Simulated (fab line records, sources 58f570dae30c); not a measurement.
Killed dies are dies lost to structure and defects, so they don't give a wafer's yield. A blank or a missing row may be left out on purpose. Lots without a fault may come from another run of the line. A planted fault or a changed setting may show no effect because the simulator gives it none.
Which tool did it? | flow berkeley_cmos170 | 14 lots, 42 wafers sampled, at 4 steps of a route of 331

WHAT THE GAUGES READ, wafer by wafer
UCB170_PWELL_TW_MEAS_17.
lot  | measured    | on            | PWELL_TW
L789 | day 3 09:11 | film_metro-02 | 382.6 382.0 379.1
L790 | day 3 08:54 | film_metro-03 | 380.5 379.8 380.1
L791 | day 3 12:31 | film_metro-02 | 380.6 381.4 380.7
L792 | day 3 12:16 | film_metro-03 | 380.1 378.5 380.6
L794 | day 4 06:28 | film_metro-04 | 374.7 375.7 374.7
L797 | day 4 18:23 | film_metro-03 | 382.4 383.8 381.9
L798 | day 5 05:03 | film_metro-04 | 377.6 377.7 377.7
L801 | day 6 03:08 | film_metro-04 | 377.6 375.1 375.9
L802 | day 6 03:17 | film_metro-03 | 383.4 381.2 383.6
L803 | day 6 03:07 | film_metro-02 | 383.2 381.5 383.8
L805 | day 6 10:25 | film_metro-02 | 383.4 382.5 382.9
L806 | day 6 14:41 | film_metro-04 | 375.7 376.0 377.4
L807 | day 6 17:52 | film_metro-02 | 380.4 380.2 380.9
L811 | day 7 14:13 | film_metro-03 | 378.9 379.9 378.3

UCB170_ACTIVE_CD_MEAS_13: target cd 1200 nm.
lot  | measured    | on        | cd_nm (nm)
L789 | day 4 19:23 | cd_sem-02 | 1200.2 1199.7 1201.0
L790 | day 4 19:30 | cd_sem-02 | 1200.6 1200.3 1200.4
L791 | day 4 19:43 | cd_sem-02 | 1197.8 1197.3 1196.7
L792 | day 4 19:42 | cd_sem-01 | 1199.5 1200.2 1199.3
L794 | day 5 09:08 | cd_sem-02 | 1200.7 1200.3 1201.1
L797 | day 5 22:55 | cd_sem-01 | 1203.2 1202.3 1202.5
L798 | day 6 14:25 | cd_sem-01 | 1198.9 1197.8 1198.7
L801 | day 7 03:19 | cd_sem-02 | 1201.5 1200.3 1200.5
L802 | day 7 03:02 | cd_sem-02 | 1199.6 1200.9 1200.6
L803 | day 7 02:43 | cd_sem-01 | 1201.8 1202.7 1203.1
L805 | day 7 10:52 | cd_sem-02 | 1200.0 1199.0 1198.2
L806 | day 7 16:27 | cd_sem-01 | 1198.9 1199.8 1198.5
L807 | day 7 15:54 | cd_sem-02 | 1200.3 1199.7 1199.3
L811 | day 8 18:25 | cd_sem-01 | 1201.0 1201.3 1200.5

WHICH TOOL RAN EACH LOT (tool, then ch and the chambers of the sampled wafers, then the start)
lot  | UCB170_ZERO_ETCH_06               | UCB170_PWELL_IMPLANT_15
L789 | rie_diel-04 ch 0,1, day 2 02:53   | implanter-04 ch 0, day 3 08:56
L790 | rie_diel-02 ch 0,2,3, day 2 02:58 | implanter-03 ch 0, day 3 08:39
L791 | rie_diel-04 ch 1,2, day 2 08:31   | implanter-04 ch 0, day 3 12:19
L792 | rie_diel-01 ch 0,1,3, day 2 09:04 | implanter-01 ch 0, day 3 12:01
L794 | rie_diel-04 ch 1,2,3, day 2 19:26 | implanter-03 ch 0, day 4 06:13
L797 | rie_diel-01 ch 0,1,3, day 3 10:19 | implanter-01 ch 0, day 4 18:09
L798 | rie_diel-02 ch 0,2,3, day 3 18:28 | implanter-01 ch 0, day 5 04:48
L801 | rie_diel-01 ch 0,1,3, day 4 13:05 | implanter-04 ch 0, day 6 02:53
L802 | rie_diel-04 ch 0,2,3, day 4 13:10 | implanter-01 ch 0, day 6 03:02
L803 | rie_diel-01 ch 0,1,2, day 4 18:43 | implanter-03 ch 0, day 6 02:52
L805 | rie_diel-04 ch 0,1,3, day 5 01:34 | implanter-03 ch 0, day 6 10:12
L806 | rie_diel-01 ch 1,2,3, day 5 07:49 | implanter-03 ch 0, day 6 14:26
L807 | rie_diel-04 ch 0,3, day 5 11:17   | implanter-04 ch 0, day 6 17:37
L811 | rie_diel-01 ch 1,2,3, day 6 10:14 | implanter-04 ch 0, day 7 13:59
- UCB170_ZERO_ETCH_06: etches SiO2 in CHF3/CF4/Ar, time 12 s.
- UCB170_PWELL_IMPLANT_15

WHAT THE TOOLS THEMSELVES READ (means of the sampled wafers that have a number; where no wafer has one, the mark that the record gives instead)
UCB170_ZERO_ETCH_06.
lot  | tool        | drypump_motor_current_A (A) | oes_product_au (a.u.) | throttle_valve_pct (%)
L789 | rie_diel-04 | 6.0                         | 0.624                 | 9.25
L790 | rie_diel-02 | 6.3                         | 0.625                 | 9.28
L791 | rie_diel-04 | 5.9                         | 0.621                 | 9.32
L792 | rie_diel-01 | 5.2                         | 0.618                 | 9.27
L794 | rie_diel-04 | 6.3                         | 0.625                 | 9.30
L797 | rie_diel-01 | 5.2                         | 0.621                 | 9.27
L798 | rie_diel-02 | 6.3                         | 0.627                 | 9.28
L801 | rie_diel-01 | 5.2                         | 0.619                 | 9.27
L802 | rie_diel-04 | 6.6                         | 0.625                 | 9.30
L803 | rie_diel-01 | 5.5                         | 0.620                 | 9.27
L805 | rie_diel-04 | 6.2                         | 0.621                 | 9.24
L806 | rie_diel-01 | 5.4                         | 0.619                 | 9.32
L807 | rie_diel-04 | 6.5                         | 0.618                 | 9.23
L811 | rie_diel-01 | 5.4                         | 0.621                 | 9.33

UCB170_PWELL_IMPLANT_15.
lot  | tool         | dose_ions_cm2
L789 | implanter-04 | 5e+12
L790 | implanter-03 | 5e+12
L791 | implanter-04 | 5e+12
L792 | implanter-01 | 5e+12
L794 | implanter-03 | 5e+12
L797 | implanter-01 | 5e+12
L798 | implanter-01 | 5e+12
L801 | implanter-04 | 5e+12
L802 | implanter-01 | 5e+12
L803 | implanter-03 | 5e+12
L805 | implanter-03 | 5e+12
L806 | implanter-03 | 5e+12
L807 | implanter-04 | 5e+12
L811 | implanter-04 | 5e+12

THE ANSWER, worked out from the rows above alone
Rule: what is usual is taken from the lots themselves. Put in order of their means at a reading, lots are off if they are a third of the lots or fewer, leave a main group of 4 or more, and stand apart from it by a gap of 3 or more times the standard deviation of the main group's means; of several such gaps the widest counts. A main group whose means are all the same, to the digits that the tables above print for the reading, isn't used. A lot without any number at a reading at which 4 lots or more have one is off too. The other lots that the step has rows for count as sound. The gauges are gone through in route order, then the tools' own readings, and for those a lot's mean is taken as printed above. The first step at which some lot is off is used, and at that step the reading that is off furthest; a lot without a number counts as furthest.
No lot is off at any reading shown: from this, nothing can be told.

WHAT THE SIMULATOR HAD PUT IN
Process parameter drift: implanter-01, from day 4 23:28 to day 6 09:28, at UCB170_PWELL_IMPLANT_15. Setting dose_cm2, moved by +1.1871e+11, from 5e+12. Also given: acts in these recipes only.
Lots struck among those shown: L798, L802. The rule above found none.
